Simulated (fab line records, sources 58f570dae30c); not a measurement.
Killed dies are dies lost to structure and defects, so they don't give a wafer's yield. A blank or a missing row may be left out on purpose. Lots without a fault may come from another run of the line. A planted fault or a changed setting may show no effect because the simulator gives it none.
A struck lot beside a sound one | flow berkeley_cmos170 | 17 steps out of a route of 331
Sound: wafers L808.1, L808.2, L808.6. Struck: wafers L816.1, L816.3, L816.4. The cause comes at the end.
At each step with rows: each side's tool, then ch and its chambers, then its first start. Under that, the readings that differ: sound wafers | struck wafers | difference of the means | sigmas: that difference in standard deviations of wafers without a fault.
alike: readings whose means differ by less than 2 such deviations, and words and numbers that are the same on both sides. not compared: withheld readings, readings that some wafer has no value for, bounds like >300 that may hide the same value, and numbers for which the record gives no deviation and whose values overlap.
The two part at a step that has a row with sigmas, a row that says differs or no value, or rows on one side only. Numbers that don't overlap but have no deviation are shown without sigmas and don't part them. A reading that every wafer of one side lacks parts them only if that side has two wafers or more.

first, 2 steps without rows for these wafers: UCB170_NLDD_IMPLANT_08; UCB170_NLDD_IMPLANT_09.
UCB170_NLDD_STRIP_10: strips in O2.
  sound on plasma_asher-04 ch 0,1, day 7 21:36; struck on plasma_asher-01 ch 0,1, day 10 12:48
  alike: drypump_motor_current_A, oes_product_au, strip_time_to_endpoint_s
  not compared: rf_hours_counter_h
UCB170_NLDD_TW_MEAS_11:
  sound on film_metro-02, day 7 21:42; struck on film_metro-02, day 10 12:54
  alike: NLDD_TW
then, 1 step without rows for these wafers: UCB170_NLDD_CLEAN_12 (cleans in SPM, time 600 s).
UCB170_SPACER_CVD_00: deposits SiO2 from TEOS/O2, target thk 376 nm, time 47 s.
  sound on pecvd-04 ch 0,2, day 7 21:59; struck on pecvd-01 ch 0,1,2, day 10 13:09
  alike: heater_power_w
UCB170_SPACER_THK_MEAS_01:
  sound on film_metro-02, day 7 22:02; struck on film_metro-02, day 10 13:12
  alike: SPACER_TEOS_THK
then, 1 step without rows for these wafers: UCB170_SPACER_ANNEAL_02 (time 1800 s).
UCB170_SPACER_ETCHBACK_03: etches SiO2 in CHF3/CF4/Ar, stops on Si, target depth 376 nm, time 100 s.
  sound on rie_diel-02 ch 0,2,3, day 8 03:07; struck on rie_diel-01 ch 0,1,2, day 10 20:08
  alike: drypump_motor_current_A, oes_product_au, throttle_valve_pct
  not compared: rf_hours_counter_h
then, 3 steps without rows for these wafers: UCB170_PSD_HMDS_00 (prime time 60 s); UCB170_PSD_COAT_01 (resist thk 900 nm); UCB170_PSD_SOFTBAKE_02 (time 60 s).
UCB170_PSD_EXPOSE_03: exposes mask PSELECT MOD, target cd 1200 nm.
  sound on krf_scanner-01 ch 0, day 8 03:46; struck on krf_scanner-02 ch 0, day 10 20:40
  reading              | sound                | struck               | difference | sigmas
  exposure_dose_mJ_cm2 | 30.025 30.014 30.035 | 31.923 31.931 31.888 | +1.889     | +73
  alike: mask
then, 2 steps without rows for these wafers: UCB170_PSD_PEB_04; UCB170_PSD_DEVELOP_05 (develop time 45 s).
UCB170_PSD_CD_MEAS_06: target cd 1200 nm.
  sound on cd_sem-01, day 8 04:10; struck on cd_sem-01, day 10 21:16
  reading    | sound                | struck               | difference | sigmas
  cd_nm (nm) | 1198.7 1199.4 1199.4 | 1213.1 1212.5 1213.2 | +13.8      | +9
UCB170_PSD_OVL_MEAS_07:
  sound on overlay-01, day 8 04:17; struck on overlay-01, day 10 21:23
  reading      | sound    | struck  | difference | sigmas
  PSD_OVL (nm) | -16 0 -3 | 10 11 4 | +15        | +2

WHERE THEY PART
First at UCB170_PSD_EXPOSE_03; last, within this record, at UCB170_PSD_OVL_MEAS_07.

WHY: what the simulator had put in
Process parameter drift: krf_scanner-02, from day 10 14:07 on, at UCB170_PSD_EXPOSE_03. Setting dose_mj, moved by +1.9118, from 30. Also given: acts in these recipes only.
